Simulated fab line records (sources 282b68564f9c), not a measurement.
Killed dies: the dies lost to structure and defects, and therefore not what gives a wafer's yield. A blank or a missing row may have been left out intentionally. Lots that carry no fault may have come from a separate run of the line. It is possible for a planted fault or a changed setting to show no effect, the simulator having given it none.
Matching of chambers / flow rit cmos / RIT_GATE_ETCH_19 on rie si-02 has 4 sister chambers
The step etches poly-Si in SF6/CHF3/O2, stops on SiO2, time 165 s, target depth 312.5 nm. 14 wafers are shown with their chamber, then 7 later ones without.

== WAFERS, EACH WITH ITS CHAMBER ==
wafer=L612.1; chamber=2; throttle valve pct (%)=10.39; oes product au (a.u.)=0.821
wafer=L612.3; chamber=3; throttle valve pct (%)=10.51; oes product au (a.u.)=0.845
wafer=L612.6; chamber=1; throttle valve pct (%)=10.25; oes product au (a.u.)=0.838
wafer=L614.1; chamber=0; throttle valve pct (%)=10.36; oes product au (a.u.)=0.861
wafer=L614.4; chamber=2; throttle valve pct (%)=10.39; oes product au (a.u.)=0.842
wafer=L614.5; chamber=0; throttle valve pct (%)=10.34; oes product au (a.u.)=0.856
wafer=L616.1; chamber=0; throttle valve pct (%)=10.34; oes product au (a.u.)=0.857
wafer=L616.2; chamber=3; throttle valve pct (%)=10.50; oes product au (a.u.)=0.853
wafer=L616.6; chamber=0; throttle valve pct (%)=10.36; oes product au (a.u.)=0.846
wafer=L618.1; chamber=0; throttle valve pct (%)=10.35; oes product au (a.u.)=0.870
wafer=L618.3; chamber=3; throttle valve pct (%)=10.51; oes product au (a.u.)=0.854
wafer=L618.6; chamber=2; throttle valve pct (%)=10.41; oes product au (a.u.)=0.854
wafer=L622.3; chamber=0; throttle valve pct (%)=10.33; oes product au (a.u.)=0.854
wafer=L622.4; chamber=3; throttle valve pct (%)=10.52; oes product au (a.u.)=0.862

SIGNATURES, as means of the wafers listed above
reading=throttle valve pct; chamber 0=10.3467; chamber 1=10.2500; chamber 2=10.3967; chamber 3=10.5100; scatter within a chamber=0.011
reading=oes product au; chamber 0=0.85733; chamber 1=0.83800; chamber 2=0.83900; chamber 3=0.85350; scatter within a chamber=0.0101
Rule: a wafer lies at a distance from a chamber equal to the root of the sum of squares, over the readings, of (its reading less the chamber's mean, divided by the reading's scatter). If the next closest chamber is less than 2 further off than the closest, the wafer can't be placed; otherwise it belongs to the closest. How the scatter is found: for the shown wafers, subtract from each reading the mean of its chamber, square and add these, divide the total by (wafers less chambers), then take the root.

== WAFERS WHOSE CHAMBER IS MISSING ==
wafer=L622.6; throttle valve pct (%)=10.40; oes product au (a.u.)=0.844
wafer=L624.2; throttle valve pct (%)=10.25; oes product au (a.u.)=0.845
wafer=L624.3; throttle valve pct (%)=10.39; oes product au (a.u.)=0.830
wafer=L624.5; throttle valve pct (%)=10.50; oes product au (a.u.)=0.851
wafer=L632.2; throttle valve pct (%)=10.25; oes product au (a.u.)=0.859
wafer=L632.3; throttle valve pct (%)=10.53; oes product au (a.u.)=0.852
wafer=L632.6; throttle valve pct (%)=10.35; oes product au (a.u.)=0.854

== WHICH CHAMBER EACH ONE RAN IN ==
wafer=L622.6; from the rows above=2; in truth=2
wafer=L624.2; from the rows above=1; in truth=1
wafer=L624.3; from the rows above=2; in truth=2
wafer=L624.5; from the rows above=3; in truth=3
wafer=L632.2; from the rows above=1; in truth=1
wafer=L632.3; from the rows above=3; in truth=3
wafer=L632.6; from the rows above=0; in truth=0
7 of 7 placed correctly. Number that these rows cannot place: 0. 0 placed wrongly.
